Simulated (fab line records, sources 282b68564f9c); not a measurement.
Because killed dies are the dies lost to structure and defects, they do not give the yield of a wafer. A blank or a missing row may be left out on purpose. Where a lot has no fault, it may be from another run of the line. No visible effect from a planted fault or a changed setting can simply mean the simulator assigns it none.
Split-lot experiment    flow rit cmos    on a route of 202 steps: 5 lots, 23 wafers read

== ABOUT THE SPLIT ==
At RIT_FOX1_OXIDATION_00 (target thk 350.7 nm, ox time 1130 s), the setting ox time s was moved away from the recipe's 1130 s on 15 of the 23 wafers read, by -13.9% to +5.0%. All remaining wafers had this setting at the recipe value.

The reading is taken at the split's own step.

== THE READING ==
SiO2_of_FOX1_OXIDATION_00.thk nm (the simulator's own value, which no gauge read), in nm, at RIT_FOX1_OXIDATION_00 (target thk 350.7 nm, ox time 1130 s). The file does not state a usual value for it. The 8 wafers here that ran the recipe average 351.4 nm, standard deviation 3.5 nm.

wafer   tool, chamber at the split  ox time s as run, s  against the recipe  SiO2_of_FOX1_OXIDATION_00.thk nm, nm  against lot-mates on the recipe
L076.1  furnace-03, 0               1130                 recipe              347.6                                 -
L076.2  furnace-03, 0               1130                 recipe              355.9                                 -
L076.6  furnace-03, 0               1130                 recipe              351.7                                 -
L077.2  -, -                        972.7                -13.9%              326.1                                 no lot-mate on the recipe
L077.3  -, -                        972.7                -13.9%              319.8                                 no lot-mate on the recipe
L077.4  -, -                        972.7                -13.9%              320.4                                 no lot-mate on the recipe
L077.5  -, -                        972.7                -13.9%              324.4                                 no lot-mate on the recipe
L077.6  -, -                        972.7                -13.9%              319.5                                 no lot-mate on the recipe
L079.2  -, -                        1077                 -4.7%               333.4                                 no lot-mate on the recipe
L079.3  -, -                        1077                 -4.7%               329.7                                 no lot-mate on the recipe
L079.4  -, -                        1077                 -4.7%               327.8                                 no lot-mate on the recipe
L079.5  -, -                        1077                 -4.7%               333.6                                 no lot-mate on the recipe
L079.6  -, -                        1077                 -4.7%               331.6                                 no lot-mate on the recipe
L080.1  -, -                        1130                 recipe              353.9                                 -
L080.2  -, -                        1130                 recipe              353.8                                 -
L080.4  -, -                        1130                 recipe              352.7                                 -
L080.5  -, -                        1130                 recipe              351.5                                 -
L080.6  -, -                        1130                 recipe              344.2                                 -
L084.1  -, -                        1186                 +5.0%               360.1                                 no lot-mate on the recipe
L084.2  -, -                        1186                 +5.0%               360.8                                 no lot-mate on the recipe
L084.3  -, -                        1186                 +5.0%               362.5                                 no lot-mate on the recipe
L084.4  -, -                        1186                 +5.0%               365.3                                 no lot-mate on the recipe
L084.5  -, -                        1186                 +5.0%               361.7                                 no lot-mate on the recipe

THE FIT
A straight line over all 23 wafers: SiO2_of_FOX1_OXIDATION_00.thk nm changes by +2.21 nm for each +1% of ox time s; r = +0.94; the points scatter about the line by 5.3 nm.
Too few moved wafers have a lot-mate on the recipe to fit a line with each lot's own level taken away.

== FILE'S OWN FIT ==
SiO2_of_FOX1_OXIDATION_00.thk nm changes by +2.21 nm for each +1% of ox time s, r = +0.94.
